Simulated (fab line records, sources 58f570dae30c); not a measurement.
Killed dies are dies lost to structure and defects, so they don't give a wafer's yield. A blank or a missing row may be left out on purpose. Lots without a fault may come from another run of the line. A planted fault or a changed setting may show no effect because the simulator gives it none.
Which tool did it? | flow berkeley_cmos170 | 15 lots, 45 wafers sampled, at 3 steps of a route of 331

WHAT THE GAUGES READ, wafer by wafer
UCB170_START_BOW_MEAS_00.
lot  | measured    | on            | INCOMING_BOW (um)
L523 | day 1 10:00 | film_metro-02 | -9 2 1
L524 | day 1 15:01 | film_metro-02 | 1 3 8
L525 | day 1 20:02 | film_metro-02 | 0 4 8
L528 | day 2 11:00 | film_metro-02 | 8 9 -2
L533 | day 3 12:02 | film_metro-03 | -4 -3 -5
L534 | day 3 17:01 | film_metro-03 | 6 4 7
L535 | day 3 22:00 | film_metro-02 | -9 4 -2
L538 | day 4 13:01 | film_metro-03 | 7 5 5
L540 | day 4 23:01 | film_metro-03 | -7 4 0
L541 | day 5 04:02 | film_metro-04 | -8 5 -9
L542 | day 5 09:00 | film_metro-04 | -1 -11 7
L543 | day 5 14:01 | film_metro-02 | 18 2 6
L544 | day 5 19:01 | film_metro-03 | 7 -1 -1
L545 | day 6 00:00 | film_metro-02 | -4 -6 0
L546 | day 6 05:01 | film_metro-04 | 1 3 -11

UCB170_PVT_OVL_MEAS_06.
lot  | measured     | on         | PVT_OVL (nm)
L523 | day 6 01:11  | overlay-02 | -4 0 1
L524 | day 6 04:04  | overlay-02 | -16 0 -4
L525 | day 6 04:21  | overlay-02 | -3 -5 -9
L528 | day 6 21:23  | overlay-01 | -2 -4 -3
L538 | day 8 17:22  | overlay-02 | -11 -6 -12
L540 | day 9 04:11  | overlay-02 | -1 -5 10
L541 | day 9 04:28  | overlay-02 | -7 2 -10
L542 | day 9 04:02  | overlay-01 | -2 1 12
L543 | day 9 18:25  | overlay-02 | -9 2 -3
L544 | day 10 03:27 | overlay-01 | -1 -7 3
L545 | day 10 04:10 | overlay-01 | -1 -4 0
L546 | day 10 20:30 | overlay-02 | -1 -1 2

WHICH TOOL RAN EACH LOT (tool, then ch and the chambers of the sampled wafers, then the start)
lot  | UCB170_PWELL_EXPOSE_10
L523 | krf_scanner-01 ch 0, day 3 02:26
L524 | krf_scanner-01 ch 0, day 3 13:28
L525 | krf_scanner-02 ch 0, day 3 13:15
L528 | krf_scanner-02 ch 0, day 4 07:29
L533 | krf_scanner-01, day 5 09:44
L534 | krf_scanner-02, day 5 15:14
L535 | krf_scanner-01, day 5 14:59
L538 | krf_scanner-01 ch 0, day 6 04:41
L540 | krf_scanner-02 ch 0, day 6 14:26
L541 | krf_scanner-01 ch 0, day 6 14:49
L542 | krf_scanner-01 ch 0, day 6 14:39
L543 | krf_scanner-02 ch 0, day 7 02:11
L544 | krf_scanner-02 ch 0, day 7 14:06
L545 | krf_scanner-02 ch 0, day 7 14:12
L546 | krf_scanner-02 ch 0, day 8 02:23
- UCB170_PWELL_EXPOSE_10: exposes mask PWELL, target cd 3000 nm.

WHAT THE TOOLS THEMSELVES READ (means of the sampled wafers that have a number; where no wafer has one, the mark that the record gives instead)
UCB170_PWELL_EXPOSE_10.
lot  | tool           | exposure_dose_mJ_cm2 | focus_offset_nm (nm)
L523 | krf_scanner-01 | 19.004               | -0.3
L524 | krf_scanner-01 | 19.002               | 0.5
L525 | krf_scanner-02 | 18.994               | -0.4
L528 | krf_scanner-02 | 18.999               | 0.7
L533 | krf_scanner-01 | -                    | -
L534 | krf_scanner-02 | -                    | -
L535 | krf_scanner-01 | -                    | -
L538 | krf_scanner-01 | 19.002               | 0.1
L540 | krf_scanner-02 | 18.985               | 0.4
L541 | krf_scanner-01 | 18.989               | -0.7
L542 | krf_scanner-01 | 18.983               | 0.1
L543 | krf_scanner-02 | 19.018               | -0.4
L544 | krf_scanner-02 | 18.964               | -0.2
L545 | krf_scanner-02 | 18.996               | -0.1
L546 | krf_scanner-02 | 19.011               | -0.2

THE ANSWER, worked out from the rows above alone
Rule: what is usual is taken from the lots themselves. Put in order of their means at a reading, lots are off if they are a third of the lots or fewer, leave a main group of 4 or more, and stand apart from it by a gap of 3 or more times the standard deviation of the main group's means; of several such gaps the widest counts. A main group whose means are all the same, to the digits that the tables above print for the reading, isn't used. A lot without any number at a reading at which 4 lots or more have one is off too. The other lots that the step has rows for count as sound. The gauges are gone through in route order, then the tools' own readings, and for those a lot's mean is taken as printed above. The first step at which some lot is off is used, and at that step the reading that is off furthest; a lot without a number counts as furthest.
Off: L533, L534, L535, at UCB170_PWELL_EXPOSE_10 (exposure_dose_mJ_cm2). Without a number there: L533, L534, L535. The main group: mean 18.996, standard deviation 0.014.
A tool fits if, at that step or a process step before it, it ran every lot that is off, and no sound lot after the first of them. None of those tried fits.

WHAT THE SIMULATOR HAD PUT IN
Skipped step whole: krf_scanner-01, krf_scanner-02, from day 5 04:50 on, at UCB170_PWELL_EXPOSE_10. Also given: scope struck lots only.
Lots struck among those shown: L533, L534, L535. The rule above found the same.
